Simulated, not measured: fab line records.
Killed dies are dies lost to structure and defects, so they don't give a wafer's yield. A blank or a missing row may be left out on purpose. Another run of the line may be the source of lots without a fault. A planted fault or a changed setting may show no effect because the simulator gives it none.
Struck lot and sound lot, side by side	flow rit-cmos	43 steps out of a route of 202
Sound: wafers L535.3, L535.5, L535.6. Struck: wafers L545.3, L545.4, L545.6. The cause comes at the end.
Per side, at each step with rows, come the tool, then ch with its chambers, and then its first start. Under that, the readings that differ: sound wafers	struck wafers	difference of the means	sigmas: that difference in standard deviations of wafers without a fault.
alike: same words and numbers on both sides, and readings whose means sit less than 2 such deviations apart. not compared: any withheld reading, any reading some wafer has no value for, any bound like >300 that may hide the same value, and any number with overlapping values for which the record gives no deviation.
A row with sigmas, a row that says differs or no value, or rows on one side alone: a step with any of these is where the two part. Numbers that don't overlap but have no deviation are shown without sigmas and don't part them. A reading missing from all wafers of one side parts the sides only when that side holds two or more wafers.

first, 4 steps without rows for these wafers: RIT_GATE_SOFTBAKE_12 (time 60 s); RIT_GATE_EXPOSE_13 (exposes mask M6, target cd 150 nm); RIT_GATE_PEB_14; RIT_GATE_DEVELOP_15 (develop time 50 s).
RIT_GATE_CD_MEAS_16 targets a cd of 150 nm.
  struck on cd-sem-02, day 5 21:16; sound on cd-sem-01, day 3 18:20
reading	sound	struck	difference	sigmas
cd-nm (nm)	154.7 152.2 152.1	147.0 149.2 148.7	-4.7	-2
RIT_GATE_OVL_MEAS_17:
  struck on overlay-01, day 5 21:21; sound on overlay-01, day 3 18:26
  alike: GATE_OVL
then, 1 step without rows for these wafers: RIT_GATE_HARDBAKE_18 (time 60 s).
RIT_GATE_ETCH_19: etches poly-Si in SF6/CHF3/O2, stops on SiO2, time 165 s, target depth 312.5 nm.
  sound on rie-si-01 ch 0,1,3, day 3 18:37; struck on rie-si-01 ch 0,1,3, day 5 21:36
  alike: drypump-motor-current-A, oes-product-au, throttle-valve-pct
  not compared: rf-hours-counter-h
RIT_GATE_STRIP_20: strips in O2, time 180 s.
  sound on plasma-asher-04 ch 0,1, day 3 18:46; struck on plasma-asher-04 ch 0,1, day 5 21:46
  alike: drypump-motor-current-A
  not compared: rf-hours-counter-h
RIT_GATE_CD_MEAS_90 targets a cd of 150 nm.
  struck on cd-sem-02, day 5 21:55; sound on cd-sem-02, day 3 18:56
reading	sound	struck	difference	sigmas
cd-nm (nm)	154.3 152.3 152.1	146.9 149.8 148.9	-4.4	-2
then, 2 steps without rows for these wafers: RIT_REOX_CLEAN_00 (cleans in SC1, time 600 s); RIT_REOX_CLEAN_01 (cleans in dHF, time 30 s).
RIT_REOX_CLEAN_02: cleans in SC2, time 600 s.
  sound on wet-bench-01 ch 3, day 3 19:12; struck on wet-bench-01 ch 2, day 5 22:23
then, 1 step without rows for these wafers: RIT_REOX_OXIDATION_03 (target thk 25.2 nm, ox time 5580 s).
RIT_REOX_THK_MEAS_04:
  struck on film-metro-01, day 6 01:43; sound on film-metro-04, day 3 22:38
  alike: REOX_OXIDE_THK
then, 6 steps without rows for these wafers: RIT_NLDD_HMDS_00 (prime time 60 s); RIT_NLDD_COAT_01 (resist thk 1000 nm); RIT_NLDD_SOFTBAKE_02 (time 60 s); RIT_NLDD_EXPOSE_03 (exposes mask M7, target cd 40700 nm); RIT_NLDD_PEB_04; RIT_NLDD_DEVELOP_05 (develop time 50 s).
RIT_NLDD_OVL_MEAS_06:
  struck on overlay-02, day 6 02:37; sound on overlay-01, day 3 23:40
  alike: NLDD_OVL
then, 2 steps without rows for these wafers: RIT_NLDD_HARDBAKE_07 (time 60 s); RIT_NLDD_IMPLANT_08.
RIT_NLDD_STRIP_09: strips in O2, time 180 s.
  sound on plasma-asher-03 ch 0,1, day 4 00:03; struck on plasma-asher-02 ch 0,1, day 6 03:00
  alike: drypump-motor-current-A
  not compared: rf-hours-counter-h
RIT_NLDD_TW_MEAS_10:
  struck on film-metro-03, day 6 03:08; sound on film-metro-03, day 4 00:11
  alike: NLDD_TW
then, 6 steps without rows for these wafers: RIT_PLDD_HMDS_00 (prime time 60 s); RIT_PLDD_COAT_01 (resist thk 1000 nm); RIT_PLDD_SOFTBAKE_02 (time 60 s); RIT_PLDD_EXPOSE_03 (exposes mask M8, target cd 40900 nm); RIT_PLDD_PEB_04; RIT_PLDD_DEVELOP_05 (develop time 50 s).
RIT_PLDD_OVL_MEAS_06:
  struck on overlay-01, day 6 04:02; sound on overlay-01, day 4 01:13
  alike: PLDD_OVL
then, 2 steps without rows for these wafers: RIT_PLDD_HARDBAKE_07 (time 60 s); RIT_PLDD_IMPLANT_08.
RIT_PLDD_STRIP_09: strips in O2, time 180 s.
  sound on plasma-asher-04 ch 0,1, day 4 01:35; struck on plasma-asher-01 ch 0,1, day 6 04:25
  alike: drypump-motor-current-A
  not compared: rf-hours-counter-h
RIT_PLDD_TW_MEAS_10:
  struck on film-metro-02, day 6 04:33; sound on film-metro-03, day 4 01:44
  alike: PLDD_TW
then, 4 steps without rows for these wafers: RIT_SPACER_CLEAN_00 (cleans in SC1, time 600 s); RIT_SPACER_CLEAN_01 (cleans in dHF, time 30 s); RIT_SPACER_CLEAN_02 (cleans in SC2, time 600 s); RIT_SPACER_CVD_03 (deposits Si3N4 from SiH2Cl2/NH3, target thk 250 nm, time 3300 s).
RIT_SPACER_THK_MEAS_04:
  struck on film-metro-03, day 6 06:54; sound on film-metro-03, day 4 05:02
  alike: SPACER_NITRIDE_THK
RIT_M1_PROBE_99:
  struck on prober-01, day 6 18:32; sound on prober-02, day 4 16:08
reading	sound	struck	difference	sigmas
model.etest.diode-nwell-sub.leak-log10-a-cm2	-7.569 -7.249 -7.456	-6.783 -6.796 -6.91	+0.595	
  alike: killed-at-front-end, killed-dies, killed-open, killed-short

WHERE THEY PART
At RIT_GATE_CD_MEAS_16 first; at RIT_GATE_CD_MEAS_90 last (within this record only). Later steps at which nothing parts them and some readings are alike: RIT_REOX_THK_MEAS_04, RIT_NLDD_OVL_MEAS_06, RIT_NLDD_STRIP_09, RIT_NLDD_TW_MEAS_10, RIT_PLDD_OVL_MEAS_06, RIT_PLDD_STRIP_09, RIT_PLDD_TW_MEAS_10, RIT_SPACER_THK_MEAS_04, RIT_M1_PROBE_99.

WHY: what had been put in by the simulator
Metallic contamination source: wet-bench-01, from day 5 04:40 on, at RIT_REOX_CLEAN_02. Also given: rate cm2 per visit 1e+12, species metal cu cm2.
